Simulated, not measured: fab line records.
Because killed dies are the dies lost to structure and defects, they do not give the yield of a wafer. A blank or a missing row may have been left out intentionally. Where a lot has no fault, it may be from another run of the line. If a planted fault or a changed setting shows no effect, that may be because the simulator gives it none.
Tool commonality check | flow berkeley_cmos170 | 42 wafers sampled across 14 lots

WHY IT WAS OPENED
At UCB170_NLDD_TW_MEAS_11 the reading NLDD_TW is flagged on 2 of 14 lots. Fault-free wafers read 2232, with a standard deviation of 21.
Rule: flag the lot when none of its wafers has a number, or when each of its wafers that has one lies beyond 4 standard deviations from that mean. All remaining lots are regarded as sound.

lot  | measured     | on            | NLDD_TW, wafer by wafer | flag
L594 | day 7 14:06  | film_metro-01 | 2222 2210 2207          |
L596 | day 7 14:23  | film_metro-03 | 2211 2223 2218          |
L597 | day 8 08:08  | film_metro-01 | 2203 2213 2197          |
L601 | day 9 06:34  | film_metro-01 | 2217 2209 2212          |
L606 | day 10 02:20 | film_metro-01 | 2120 2133 2124          | FLAGGED
L608 | day 10 12:52 | film_metro-04 | 2269 2254 2265          |
L607 | day 11 02:56 | film_metro-01 | 2120 2124 2124          | FLAGGED
L611 | day 11 03:34 | film_metro-03 | 2224 2238 2233          |
L609 | day 11 03:38 | film_metro-04 | 2263 2254 2259          |
L610 | day 11 03:58 | film_metro-01 | 2212 2218 2213          |
L616 | day 12 11:32 | film_metro-04 | 2265 2263 2267          |
L615 | day 12 11:55 | film_metro-03 | 2224 2220 2234          |
L614 | day 12 13:11 | film_metro-03 | 2230 2228 2217          |
L617 | day 13 09:37 | film_metro-04 | 2251 2235 2249          |
The mean of the flagged lots' numbers is 2124, -108 from the usual (-5 standard deviations).

TOOL THAT RAN EACH LOT
The record holds 1 process step before the reading, out of a route of 331 steps. In each cell: the tool, then ch and the chambers that the sampled wafers went through, then the start.
lot  | flag    | UCB170_NLDD_IMPLANT_08
L594 |         | implanter-01 ch 0, day 7 13:42
L596 |         | implanter-02 ch 0, day 7 13:59
L597 |         | implanter-04 ch 0, day 8 07:44
L601 |         | implanter-02 ch 0, day 9 06:11
L606 | FLAGGED | implanter-02 ch 0, day 10 01:59
L608 |         | implanter-04 ch 0, day 10 12:28
L607 | FLAGGED | implanter-02 ch 0, day 11 02:32
L611 |         | implanter-04 ch 0, day 11 03:10
L609 |         | implanter-01 ch 0, day 11 03:14
L610 |         | implanter-04 ch 0, day 11 03:35
L616 |         | implanter-01 ch 0, day 12 11:10
L615 |         | implanter-04 ch 0, day 12 11:33
L614 |         | implanter-01 ch 0, day 12 12:47
L617 |         | implanter-01 ch 0, day 13 09:13
What these steps do:
- UCB170_NLDD_IMPLANT_08
- UCB170_NLDD_TW_MEAS_11

FLAGGED OVER TOTAL, TOOL BY TOOL (the gauges that took the reading come last)
step                   | tool          | lots run | flagged | share of the flagged lots | sound lots run after its first flagged lot
UCB170_NLDD_IMPLANT_08 | implanter-01  | 5        | 0       | none                      | -
UCB170_NLDD_IMPLANT_08 | implanter-02  | 4        | 2       | all                       | 0
UCB170_NLDD_IMPLANT_08 | implanter-04  | 5        | 0       | none                      | -
UCB170_NLDD_TW_MEAS_11 | film_metro-01 | 6        | 2       | all                       | 1 (L610)
UCB170_NLDD_TW_MEAS_11 | film_metro-03 | 4        | 0       | none                      | -
UCB170_NLDD_TW_MEAS_11 | film_metro-04 | 4        | 0       | none                      | -

WHAT THE TABLE PERMITS
In 2 table rows, all flagged lots were run: implanter-02 (UCB170_NLDD_IMPLANT_08), film_metro-01 (UCB170_NLDD_TW_MEAS_11).
- implanter-02 at UCB170_NLDD_IMPLANT_08 ran 4 lots, 2 of them flagged. A fault beginning between L601 (day 9 06:11), its last sound lot, and L606 (day 10 01:59), its first flagged one, fits the data. Its own readings lie more than 4 standard deviations out on every wafer of the flagged lots: tilt_deg.
- film_metro-01 at UCB170_NLDD_TW_MEAS_11 ran 6 lots, 2 of them flagged. After the first flagged lot (L610), sound lots still ran on it; a lasting fault on the whole tool would not permit that.
One tool is left: implanter-02 at UCB170_NLDD_IMPLANT_08.

WHAT THE SIMULATOR HAD INSERTED
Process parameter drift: implanter-02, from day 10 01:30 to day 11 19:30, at UCB170_NLDD_IMPLANT_08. From 7, the setting tilt_deg moved by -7. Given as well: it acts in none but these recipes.
Lots struck among those shown: L606, L607. The same result came from the rule above.
